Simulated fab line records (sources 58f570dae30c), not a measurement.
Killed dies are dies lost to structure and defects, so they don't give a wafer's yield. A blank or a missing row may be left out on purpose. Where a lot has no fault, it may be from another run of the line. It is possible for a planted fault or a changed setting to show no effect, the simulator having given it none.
2 desks, one fault + flow berkeley cmos170 + each desk has only its own numbers; what lay behind them comes last

## FROM THE METROLOGY DESK
What the gauges read for every lot (on any tool): the sampled wafers with a number, averaged. Marked OUT: a lot whose mean sits more than 4 standard deviations from the usual mean, which makes it out of limits; the brackets give that distance.
Columns: A = cd nm at UCB170_V2_CD_MEAS_90, usual 699.6 nm; B = M3_AL_RS at UCB170_M3_RS_MEAS_02, usual 0.0321 ohm/sq; C = M3_AL_THK at UCB170_M3_THK_MEAS_03, usual 896 nm; D = cd nm at UCB170_M3_CD_MEAS_15, usual 700.0 nm; E = M3_OVL at UCB170_M3_OVL_MEAS_16, usual 5 nm
| lot  | first seen here | A     | B      | C   | D     | E  |
|------|-----------------|-------|--------|-----|-------|----|
| L413 | day 7 14:25     | 700.8 | 0.0313 | 918 | 700.7 | -3 |
| L419 | day 9 10:07     | 698.4 | 0.0329 | 877 | 698.6 | 14 |
| L422 | day 9 18:46     | 698.2 | 0.0323 | 895 | 701.9 | -4 |
| L421 | day 9 19:00     | 700.1 | 0.0318 | 905 | 697.8 | 4  |
| L423 | day 9 22:38     | 700.1 | 0.0318 | 903 | 699.9 | 2  |
| L433 | day 12 07:49    | 698.3 | 0.0318 | 909 | 699.4 | 7  |
This desk's finding: nothing out of limits on any of the 6 lots.

## TOOL OWNER'S DESK, litho track-04
The tool's own readings at UCB170_M3_COAT_10 (resist thk 900 nm): means of the sampled wafers that have a number, for each lot that ran on this tool. Marked OUT: a lot whose mean sits more than 4 standard deviations from the usual mean, which makes it out of limits; the brackets give that distance.
Columns: A = exhaust pa at UCB170_M3_COAT_10, usual 45.1 Pa; B = spin speed rpm at UCB170_M3_COAT_10, usual 1500.0 rpm
| lot  | first seen here | A    | B      |
|------|-----------------|------|--------|
| L413 | day 7 15:00     | 44.6 | 1500.6 |
| L419 | day 9 11:00     | 46.7 | 1500.4 |
| L421 | day 9 20:00     | 44.7 | 1500.3 |
| L423 | day 10 01:00    | 45.4 | 1499.5 |
This desk's finding: nothing out of limits on any of the 4 lots.

## ALL TOGETHER
Metrology desk: nothing out of limits seen.
The tool owner's desk saw nothing out of limits.

## WHAT THE SIMULATOR HAD INSERTED
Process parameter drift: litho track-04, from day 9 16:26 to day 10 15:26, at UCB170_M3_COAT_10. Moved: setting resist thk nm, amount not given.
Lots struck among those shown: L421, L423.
